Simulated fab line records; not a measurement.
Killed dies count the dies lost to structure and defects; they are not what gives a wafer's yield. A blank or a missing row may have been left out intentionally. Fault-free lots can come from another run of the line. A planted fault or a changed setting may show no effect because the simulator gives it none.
Which tool is to blame?	flow berkeleyCmos170	14 lots with 42 wafers sampled at 5 steps, on a route of 331 steps

## WHAT EACH GAUGE READ, for each wafer
UCB170_PWELL_OVL_MEAS_13. Usual: for PWELL_OVL the level is 2 nm and the standard deviation is 5.9.
lot	measured	on	PWELL_OVL (nm)	flag
L563	day 3 08:52	overlay-01	-10 -4 -11	
L564	day 3 18:46	overlay-01	-1 -2 10	
L566	day 4 04:14	overlay-02	9 4 12	
L567	day 4 15:25	overlay-01	-5 -3 -1	
L569	day 4 15:39	overlay-01	5 -1 6	
L568	day 4 15:46	overlay-02	7 2 5	
L570	day 5 16:11	overlay-01	-1 -1 1	
L571	day 5 22:47	overlay-02	15 9 10	
L573	day 5 22:35	overlay-02	-7 -1 4	
L576	day 6 02:29	overlay-02	1 7 4	
L574	day 6 02:01	overlay-02	-1 -9 -1	
L575	day 6 02:17	overlay-01	7 8 11	
L583	day 7 08:13	overlay-01	1 -5 2	
L584	day 7 08:29	overlay-01	-4 -5 -2	

UCB170_ACTIVE_THK_MEAS_03. Usual: for ACTIVE_OXIDE_THK the level is 26.6 nm and the standard deviation is 0.44.
lot	measured	on	ACTIVE_OXIDE_THK (nm)	flag
L563	day 4 17:32	filmMetro-01	26.9 26.7 27.3	
L564	day 5 04:16	filmMetro-01	27.2 27.0 27.0	
L566	day 5 04:18	filmMetro-01	26.4 26.2 26.0	
L567	day 5 19:38	filmMetro-01	26.4 26.8 26.8	
L569	day 5 19:38	filmMetro-02	26.1 26.3 26.5	
L568	day 5 19:38	filmMetro-03	26.5 26.8 26.7	
L570	day 6 15:53	filmMetro-03	26.6 26.8 26.6	
L571	day 6 23:57	filmMetro-02	26.5 26.3 26.0	
L573	day 6 23:53	filmMetro-03	26.9 27.3 26.7	
L576	day 6 23:54	filmMetro-01	26.5 26.5 26.5	
L574	day 6 23:56	filmMetro-03	26.3 26.4 25.9	
L575	day 6 23:56	filmMetro-01	26.6 26.6 27.0	
L583	day 8 15:10	filmMetro-02	14.1 14.2 13.8	OFF
L584	day 8 15:11	filmMetro-03	12.7 12.7 12.1	OFF

UCB170_ACTIVE_CD_MEAS_13: target cd 1200 nm. Usual: cdNm at 1200.2 nm, with a standard deviation of 1.2.
lot	measured	on	cdNm (nm)	flag
L563	day 5 01:43	cdSem-02	1199.9 1199.9 1200.6	
L564	day 5 16:55	cdSem-02	1201.1 1203.0 1202.2	
L566	day 5 16:59	cdSem-02	1199.9 1202.0 1201.2	
L567	day 6 00:58	cdSem-02	1199.3 1199.9 1199.0	
L569	day 6 00:46	cdSem-01	1199.1 1198.2 1199.4	
L568	day 6 00:10	cdSem-02	1200.2 1200.3 1200.4	
L570	day 7 00:49	cdSem-01	1199.9 1198.9 1201.0	
L571	day 7 07:25	cdSem-01	1199.3 1199.5 1199.2	
L573	day 7 07:31	cdSem-01	1198.8 1200.1 1200.2	
L576	day 7 07:55	cdSem-02	1201.9 1202.9 1202.6	
L574	day 7 07:37	cdSem-01	1201.4 1201.5 1202.3	
L575	day 7 07:44	cdSem-02	1201.2 1200.6 1200.5	
L583	day 8 23:43	cdSem-01	1197.6 1199.1 1198.7	
L584	day 8 23:52	cdSem-02	1200.4 1200.1 1199.0	

## WHAT TOOL EACH LOT RAN ON (gives the tool, then ch and the chambers of the sampled wafers, and finally the start)
lot	UCB170_NWELL_STRIP_15	UCB170_ACTIVE_OXIDATION_02
L563	plasmaAsher-01 ch 0, day 2 17:16	furnace-01 ch 0, day 4 16:10
L564	plasmaAsher-02 ch 0,1, day 2 22:33	furnace-04 ch 0, day 5 02:53
L566	plasmaAsher-04 ch 0,1, day 3 10:49	furnace-04 ch 0, day 5 02:53
L567	plasmaAsher-01 ch 0,1, day 3 15:14	furnace-01 ch 0, day 5 18:17
L569	plasmaAsher-04 ch 0,1, day 3 15:58	furnace-01 ch 0, day 5 18:17
L568	plasmaAsher-01 ch 0,1, day 3 16:02	furnace-01 ch 0, day 5 18:17
L570	plasmaAsher-01 ch 0,1, day 4 12:01	furnace-04 ch 0, day 6 14:32
L571	plasmaAsher-02 ch 0,1, day 4 17:07	furnace-02 ch 0, day 6 22:31
L573	plasmaAsher-04 ch 0,1, day 4 23:03	furnace-02 ch 0, day 6 22:31
L576	plasmaAsher-02 ch 0,1, day 5 13:53	furnace-02 ch 0, day 6 22:31
L574	plasmaAsher-01 ch 0,1, day 5 13:55	furnace-02 ch 0, day 6 22:31
L575	plasmaAsher-02 ch 0, day 5 13:58	furnace-02 ch 0, day 6 22:31
L583	plasmaAsher-01 ch 0,1, day 6 15:10	furnace-02 ch 0, day 8 13:49
L584	plasmaAsher-04 ch 0,1, day 6 15:14	furnace-02 ch 0, day 8 13:49
- UCB170_NWELL_STRIP_15: strips in O2.
- UCB170_ACTIVE_OXIDATION_02: target thk 26.4 nm, ox time 1260 s.

## AS READ BY THE TOOLS THEMSELVES (means over the sampled wafers that have a number; for cases with no such wafer, the mark the record gives instead)
UCB170_NWELL_STRIP_15. Usual: drypumpMotorCurrentA 5.8 A, standard deviation 0.55; oesProductAu 0.720 a.u., standard deviation 0.0043; stripTimeToEndpointS 18.01 s, standard deviation 0.11.
lot	tool	drypumpMotorCurrentA (A)	oesProductAu (a.u.)	stripTimeToEndpointS (s)	flag
L563	plasmaAsher-01	5.6	0.716	17.92	
L564	plasmaAsher-02	5.9	0.717	18.12	
L566	plasmaAsher-04	5.6	0.720	17.92	
L567	plasmaAsher-01	5.6	0.722	17.97	
L569	plasmaAsher-04	6.2	0.721	17.93	
L568	plasmaAsher-01	5.5	0.720	17.88	
L570	plasmaAsher-01	5.5	0.723	17.92	
L571	plasmaAsher-02	5.9	0.723	18.09	
L573	plasmaAsher-04	6.2	0.724	18.03	
L576	plasmaAsher-02	6.3	0.722	17.99	
L574	plasmaAsher-01	5.5	0.722	17.98	
L575	plasmaAsher-02	6.6	0.718	18.09	
L583	plasmaAsher-01	5.6	0.720	17.98	
L584	plasmaAsher-04	6.2	0.725	18.02	

UCB170_ACTIVE_OXIDATION_02. Usual: oxTempCMax 1005.1, standard deviation 1.2; spikeTcSourceC 1021.3 C, standard deviation 1.2.
lot	tool	oxTempCMax	spikeTcSourceC (C)	flag
L563	furnace-01	1006.4	1021.6	
L564	furnace-04	1003.8	1020.1	
L566	furnace-04	1004.0	1020.3	
L567	furnace-01	1005.7	1021.4	
L569	furnace-01	1006.3	1021.2	
L568	furnace-01	1005.4	1020.5	
L570	furnace-04	1004.5	1020.3	
L571	furnace-02	1006.1	1022.5	
L573	furnace-02	1005.3	1021.6	
L576	furnace-02	1005.5	1022.0	
L574	furnace-02	1005.5	1022.4	
L575	furnace-02	1006.5	1021.8	
L583	furnace-02	1005.0	1022.6	
L584	furnace-02	1004.4	1022.1	

## THE ANSWER, worked out from the rows above alone
Rule: a lot counts as off when the mean over its wafers that have a number is more than 3 standard deviations away from the usual mean. A lot without any number at a reading at which 4 lots or more have one is off too. Any other lot the step has rows for is counted as sound. Order of review: gauges by route order, followed by the tools' own readings, for which a lot's mean as printed above is used. At the first step where some lot is off, the reading lying furthest off is the one used; lots without a number count as furthest.
Off: L583, L584, seen at UCB170_ACTIVE_THK_MEAS_03 (ACTIVE_OXIDE_THK).
If a tool, at a process step before that reading, ran all the lots that are off and no sound lot after the first of them, it fits. Gauges at UCB170_ACTIVE_THK_MEAS_03: tried the same way as those tools. One fits: UCB170_ACTIVE_OXIDATION_02 on furnace-02. Its last sound lot is L571 (day 6 22:31), its first lot that is off L583 (day 8 13:49): a fault that began between those two fits.

## WHAT THE SIMULATOR PUT IN
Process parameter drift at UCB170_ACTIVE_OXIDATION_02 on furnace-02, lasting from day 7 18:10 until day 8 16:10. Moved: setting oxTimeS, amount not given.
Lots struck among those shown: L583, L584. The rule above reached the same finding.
